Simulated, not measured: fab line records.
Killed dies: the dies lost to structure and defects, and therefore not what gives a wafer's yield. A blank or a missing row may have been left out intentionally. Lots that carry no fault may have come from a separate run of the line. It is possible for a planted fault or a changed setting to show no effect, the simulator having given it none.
Chamber matching :: flow berkeley cmos170 :: rie si-02 running UCB170_GATE_ETCH_15: 4 sister chambers
The step etches poly-Si in HBr/Cl2, stops on SiO2, time 56.3 s, target depth 278.2 nm. 16 wafers are shown with their chamber, then 8 later ones without.

WAFERS, EACH WITH ITS CHAMBER
wafer: L391.1
chamber: 0
throttle valve pct (%): 26.64
drypump motor current A (A): 5.9
oes product au (a.u.): 0.809

wafer: L391.4
chamber: 2
throttle valve pct (%): 26.38
drypump motor current A (A): 6.0
oes product au (a.u.): 0.841

wafer: L391.6
chamber: 1
throttle valve pct (%): 26.54
drypump motor current A (A): 5.8
oes product au (a.u.): 0.845

wafer: L392.3
chamber: 2
throttle valve pct (%): 26.38
drypump motor current A (A): 6.0
oes product au (a.u.): 0.839

wafer: L392.5
chamber: 0
throttle valve pct (%): 26.65
drypump motor current A (A): 5.9
oes product au (a.u.): 0.808

wafer: L392.6
chamber: 3
throttle valve pct (%): 26.30
drypump motor current A (A): 6.1
oes product au (a.u.): 0.839

wafer: L394.1
chamber: 0
throttle valve pct (%): 26.64
drypump motor current A (A): 5.9
oes product au (a.u.): 0.822

wafer: L394.2
chamber: 1
throttle valve pct (%): 26.53
drypump motor current A (A): 5.8
oes product au (a.u.): 0.843

wafer: L394.5
chamber: 1
throttle valve pct (%): 26.53
drypump motor current A (A): 5.8
oes product au (a.u.): 0.854

wafer: L402.3
chamber: 3
throttle valve pct (%): 26.30
drypump motor current A (A): 6.2
oes product au (a.u.): 0.835

wafer: L402.4
chamber: 0
throttle valve pct (%): 26.66
drypump motor current A (A): 5.9
oes product au (a.u.): 0.816

wafer: L402.5
chamber: 1
throttle valve pct (%): 26.53
drypump motor current A (A): 5.8
oes product au (a.u.): 0.840

wafer: L404.3
chamber: 0
throttle valve pct (%): 26.64
drypump motor current A (A): 5.9
oes product au (a.u.): 0.811

wafer: L404.4
chamber: 1
throttle valve pct (%): 26.52
drypump motor current A (A): 5.8
oes product au (a.u.): 0.836

wafer: L404.6
chamber: 3
throttle valve pct (%): 26.29
drypump motor current A (A): 6.2
oes product au (a.u.): 0.839

wafer: L407.3
chamber: 0
throttle valve pct (%): 26.64
drypump motor current A (A): 5.9
oes product au (a.u.): 0.816

SIGNATURES (averages over the wafers above)
reading: throttle valve pct
chamber 0: 26.6450
chamber 1: 26.5300
chamber 2: 26.3800
chamber 3: 26.2967
scatter within a chamber: 0.00717

reading: drypump motor current A
chamber 0: 5.900
chamber 1: 5.800
chamber 2: 6.000
chamber 3: 6.167
scatter within a chamber: 0.0236

reading: oes product au
chamber 0: 0.81367
chamber 1: 0.84360
chamber 2: 0.84000
chamber 3: 0.83767
scatter within a chamber: 0.00529
Rule: a wafer lies at a distance from a chamber equal to the root of the sum of squares, over the readings, of (its reading less the chamber's mean, divided by the reading's scatter). If the next closest chamber is less than 2 further off than the closest, the wafer can't be placed; otherwise it belongs to the closest. How the scatter is found: for the shown wafers, subtract from each reading the mean of its chamber, square and add these, divide the total by (wafers less chambers), then take the root.

WAFERS WITHOUT THEIR CHAMBER
wafer: L407.4
throttle valve pct (%): 26.53
drypump motor current A (A): 5.8
oes product au (a.u.): 0.844

wafer: L407.6
throttle valve pct (%): 26.39
drypump motor current A (A): 5.9
oes product au (a.u.): 0.847

wafer: L410.1
throttle valve pct (%): 26.31
drypump motor current A (A): 6.2
oes product au (a.u.): 0.838

wafer: L410.5
throttle valve pct (%): 26.54
drypump motor current A (A): 5.8
oes product au (a.u.): 0.847

wafer: L410.6
throttle valve pct (%): 26.38
drypump motor current A (A): 6.0
oes product au (a.u.): 0.851

wafer: L411.2
throttle valve pct (%): 26.52
drypump motor current A (A): 5.8
oes product au (a.u.): 0.830

wafer: L411.5
throttle valve pct (%): 26.53
drypump motor current A (A): 5.8
oes product au (a.u.): 0.846

wafer: L411.6
throttle valve pct (%): 26.64
drypump motor current A (A): 5.9
oes product au (a.u.): 0.821

CHAMBER TAKEN BY EACH
wafer: L407.4
from the rows above: 1
in truth: 1

wafer: L407.6
from the rows above: 2
in truth: 2

wafer: L410.1
from the rows above: 3
in truth: 3

wafer: L410.5
from the rows above: 1
in truth: 1

wafer: L410.6
from the rows above: 2
in truth: 2

wafer: L411.2
from the rows above: 1
in truth: 1

wafer: L411.5
from the rows above: 1
in truth: 1

wafer: L411.6
from the rows above: 0
in truth: 0
8 of 8 placed correctly. Can't be placed from these rows: 0. Wrongly placed: 0.
